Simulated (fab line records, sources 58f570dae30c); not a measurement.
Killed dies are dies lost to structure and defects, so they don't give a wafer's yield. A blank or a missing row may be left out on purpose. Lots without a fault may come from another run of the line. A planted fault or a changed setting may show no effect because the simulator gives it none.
Tool commonality check | flow berkeley_cmos170 | 14 lots, 42 wafers sampled

WHY IT WAS OPENED
At UCB170_M1_RS_MEAS_01 the reading M1_AL_RS is flagged on 2 of 14 lots. Wafers without a fault read 0.0487 ohm/sq, standard deviation 0.00052.
Rule: a lot is flagged when every wafer of it that has a number lies more than 4 standard deviations from that mean, or none has a number. The other lots count as sound.

lot  | measured     | on            | M1_AL_RS (ohm/sq), wafer by wafer | flag
L277 | day 7 11:17  | film_metro-01 | 0.0493 0.0491 0.0495              |
L280 | day 7 11:34  | film_metro-03 | 0.0477 0.0480 0.0480              |
L279 | day 7 13:10  | film_metro-04 | 0.0485 0.0491 0.0489              |
L282 | day 8 09:24  | film_metro-03 | 0.0494 0.0487 0.0494              |
L284 | day 9 04:16  | film_metro-01 | 0.0424 0.0425 0.0421              | FLAGGED
L286 | day 9 06:31  | film_metro-04 | 0.0434 0.0435 0.0429              | FLAGGED
L289 | day 9 13:52  | film_metro-03 | 0.0479 0.0477 0.0481              |
L291 | day 10 04:03 | film_metro-01 | 0.0477 0.0484 0.0478              |
L292 | day 10 09:12 | film_metro-01 | 0.0491 0.0490 0.0488              |
L293 | day 10 20:25 | film_metro-03 | 0.0489 0.0490 0.0489              |
L297 | day 10 23:50 | film_metro-03 | 0.0483 0.0484 0.0485              |
L296 | day 11 00:07 | film_metro-04 | 0.0488 0.0484 0.0485              |
L298 | day 11 22:43 | film_metro-03 | 0.0489 0.0487 0.0487              |
L299 | day 12 08:49 | film_metro-04 | 0.0489 0.0491 0.0487              |
The numbers of the flagged lots are 0.0428 ohm/sq on average: -0.0059 ohm/sq against the usual, or -11 standard deviations.

WHICH TOOL RAN EACH LOT
The record holds 2 process steps before the reading, out of a route of 331 steps. In each cell: the tool, then ch and the chambers that the sampled wafers went through, then the start.
lot  | flag    | UCB170_SILICIDE_RTA_04           | UCB170_M1_SPUTTER_00
L277 |         | rtp_anneal-01 ch 0, day 7 05:58  | pvd_sputter-04, day 7 11:13
L280 |         | rtp_anneal-02 ch 0, day 7 05:47  | pvd_sputter-01, day 7 11:30
L279 |         | rtp_anneal-02 ch 0, day 7 06:14  | pvd_sputter-04, day 7 13:05
L282 |         | rtp_anneal-01 ch 0, day 8 01:35  | pvd_sputter-04, day 8 09:20
L284 | FLAGGED | rtp_anneal-02 ch 0, day 8 23:17  | pvd_sputter-01, day 9 04:08
L286 | FLAGGED | rtp_anneal-02 ch 0, day 9 00:50  | pvd_sputter-01, day 9 06:28
L289 |         | rtp_anneal-01 ch 0, day 9 08:06  | pvd_sputter-04, day 9 13:45
L291 |         | rtp_anneal-02 ch 0, day 9 20:39  | pvd_sputter-02, day 10 03:58
L292 |         | rtp_anneal-02 ch 0, day 10 03:22 | pvd_sputter-02, day 10 09:07
L293 |         | rtp_anneal-01 ch 0, day 10 14:37 | pvd_sputter-02, day 10 20:19
L297 |         | rtp_anneal-02 ch 0, day 10 15:01 | pvd_sputter-04, day 10 23:45
L296 |         | rtp_anneal-01 ch 0, day 10 15:01 | pvd_sputter-02, day 11 00:02
L298 |         | rtp_anneal-01 ch 0, day 11 13:42 | pvd_sputter-02, day 11 22:39
L299 |         | rtp_anneal-02 ch 0, day 12 02:04 | pvd_sputter-01, day 12 08:43
What these steps do:
- UCB170_SILICIDE_RTA_04: time 15 s.
- UCB170_M1_SPUTTER_00: material Al, target thk 600 nm, time 80 s.
- UCB170_M1_RS_MEAS_01: measures by four-point-probe.

FLAGGED OVER TOTAL, TOOL BY TOOL (the gauges that took the reading come last)
step                   | tool           | lots run | flagged | share of the flagged lots | sound lots run after its first flagged lot
UCB170_SILICIDE_RTA_04 | rtp_anneal-01  | 6        | 0       | none                      | -
UCB170_SILICIDE_RTA_04 | rtp_anneal-02  | 8        | 2       | all                       | 4 (L291,L292,L297,L299)
UCB170_M1_SPUTTER_00   | pvd_sputter-01 | 4        | 2       | all                       | 1 (L299)
UCB170_M1_SPUTTER_00   | pvd_sputter-02 | 5        | 0       | none                      | -
UCB170_M1_SPUTTER_00   | pvd_sputter-04 | 5        | 0       | none                      | -
UCB170_M1_RS_MEAS_01   | film_metro-01  | 4        | 1       | some                      | 2 (L291,L292)
UCB170_M1_RS_MEAS_01   | film_metro-03  | 6        | 0       | none                      | -
UCB170_M1_RS_MEAS_01   | film_metro-04  | 4        | 1       | some                      | 2 (L296,L299)

WHAT THE TABLE ALLOWS
2 rows of the table ran every flagged lot: rtp_anneal-02 at UCB170_SILICIDE_RTA_04, pvd_sputter-01 at UCB170_M1_SPUTTER_00.
- rtp_anneal-02 at UCB170_SILICIDE_RTA_04: 2 of its 8 lots flagged. Sound lots ran on it after the first flagged one (L291, L292, L297, L299), which a lasting fault on the whole tool wouldn't allow.
- pvd_sputter-01 at UCB170_M1_SPUTTER_00: 2 of its 4 lots flagged. Sound lots ran on it after the first flagged one (L299), which a lasting fault on the whole tool wouldn't allow.
No row of the table ran every flagged lot and no sound lot after the first.

WHAT THE SIMULATOR HAD PUT IN
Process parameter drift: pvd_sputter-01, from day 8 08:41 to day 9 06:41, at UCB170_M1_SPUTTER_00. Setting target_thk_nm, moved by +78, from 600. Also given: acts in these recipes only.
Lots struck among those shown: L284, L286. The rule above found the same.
